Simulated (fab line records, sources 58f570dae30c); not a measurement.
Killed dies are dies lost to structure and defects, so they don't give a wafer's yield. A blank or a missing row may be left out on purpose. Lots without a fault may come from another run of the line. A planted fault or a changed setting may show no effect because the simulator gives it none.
Problem report in the 8D (eight disciplines) form, filled by code | flow berkeley_cmos170 | the parts of the form that need people (team, actions taken, sign-off) are left out

1. THE PROBLEM
run_length_s at UCB170_M1_METAL_ETCH_12 reads a mean of 136.7 s on 2 wafers of 1 lot; wafers without a fault read 158.1 s with a standard deviation of 0.38. That is -56 standard deviations from the usual mean.
The step: etches Al in Cl2/BCl3, stops on PSG, target depth 780 nm, time 130 s.
First seen on wafer L649.3, day 11 13:13, on rie_metal-02. The record holds 15 wafers of 5 lots with a number at this step. Rule for "out", or "out of limits": more than 4 standard deviations from the usual mean. The other wafers with a number count as sound.

2. WHAT IT IS AND WHAT IT IS NOT
question                    | is                           | is not
which readings at this step | run_length_s, oes_product_au | drypump_motor_current_A, mfc_cl2_sccm, throttle_valve_pct
which lots                  | L649                         | L643, L645, L646, L657
which wafers of those lots  | L649.3, L649.6               | L649.4
read on which tools         | rie_metal-02                 | rie_metal-03, rie_metal-04
when                        | from day 11 13:13            | up to then (10 sound wafers); but 3 sound wafers of L657 came after

3. SUSPECTS, AND WHAT RULES EACH OUT
Counting: a tool at a process step up to the reading stays a suspect if it ran every lot that is out. Sound lots after the first of them don't rule it out here, since some wafers of a struck lot are sound.
- pvd_sputter-04 at UCB170_M1_SPUTTER_00 (material Al, target thk 600 nm, time 80 s): kept. It ran the lot that is out, L649 (day 11 11:46); its last sound lot up to then is L646 (day 10 18:38).
- rie_diel-03 at UCB170_M1_ETCH_11 (etches BARC in N2/H2): kept. It ran the lot that is out, L649 (day 11 13:07).
- rie_metal-02 at UCB170_M1_METAL_ETCH_12 (etches Al in Cl2/BCl3, stops on PSG, target depth 780 nm, time 130 s): kept. It ran the lot that is out, L649 (day 11 13:13); its last sound lot up to then is L645 (day 10 15:42). Its own readings are out on those wafers: oes_product_au, run_length_s.
- Within rie_diel-03 at UCB170_M1_ETCH_11: the wafers that are out ran in chambers 0, 1; their sound lot-mates ran in chamber 2.
- Within rie_metal-02 at UCB170_M1_METAL_ETCH_12: the wafers that are out ran in chamber 0; their sound lot-mates ran in chamber 1.
Left after counting: pvd_sputter-04 at UCB170_M1_SPUTTER_00, rie_diel-03 at UCB170_M1_ETCH_11, rie_metal-02 at UCB170_M1_METAL_ETCH_12.

4. THE CAUSE (what the simulator had put in)
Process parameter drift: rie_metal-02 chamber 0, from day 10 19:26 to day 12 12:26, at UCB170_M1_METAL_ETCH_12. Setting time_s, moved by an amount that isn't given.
Counting left 3 suspects, and this tool is among them.

5. THE CHAIN OF EFFECTS, in route order
Each row: a reading whose mean over the struck wafers that have a number lies more than 3 standard deviations from the usual. Only readings for which the record gives a usual standard deviation are gone through. hours: the time from each lot's start at the first step in this table that gives one to its start at this step, as a median over the lots. sigmas: the change in usual standard deviations.
hours | step                    | reading        | usual      | on struck wafers | change | sigmas
0     | UCB170_M1_METAL_ETCH_12 | oes_product_au | 0.855 a.u. | 0.982            | +0.127 | +9.8
0     | UCB170_M1_METAL_ETCH_12 | run_length_s   | 158.1 s    | 136.7            | -21.4  | -56
The process steps in it:
- UCB170_M1_METAL_ETCH_12: etches Al in Cl2/BCl3, stops on PSG, target depth 780 nm, time 130 s.

6. WHAT WOULD HAVE CAUGHT IT SOONER
In this record the first reading out of limits was taken at day 11 13:13, 18 hours after the fault began at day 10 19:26.
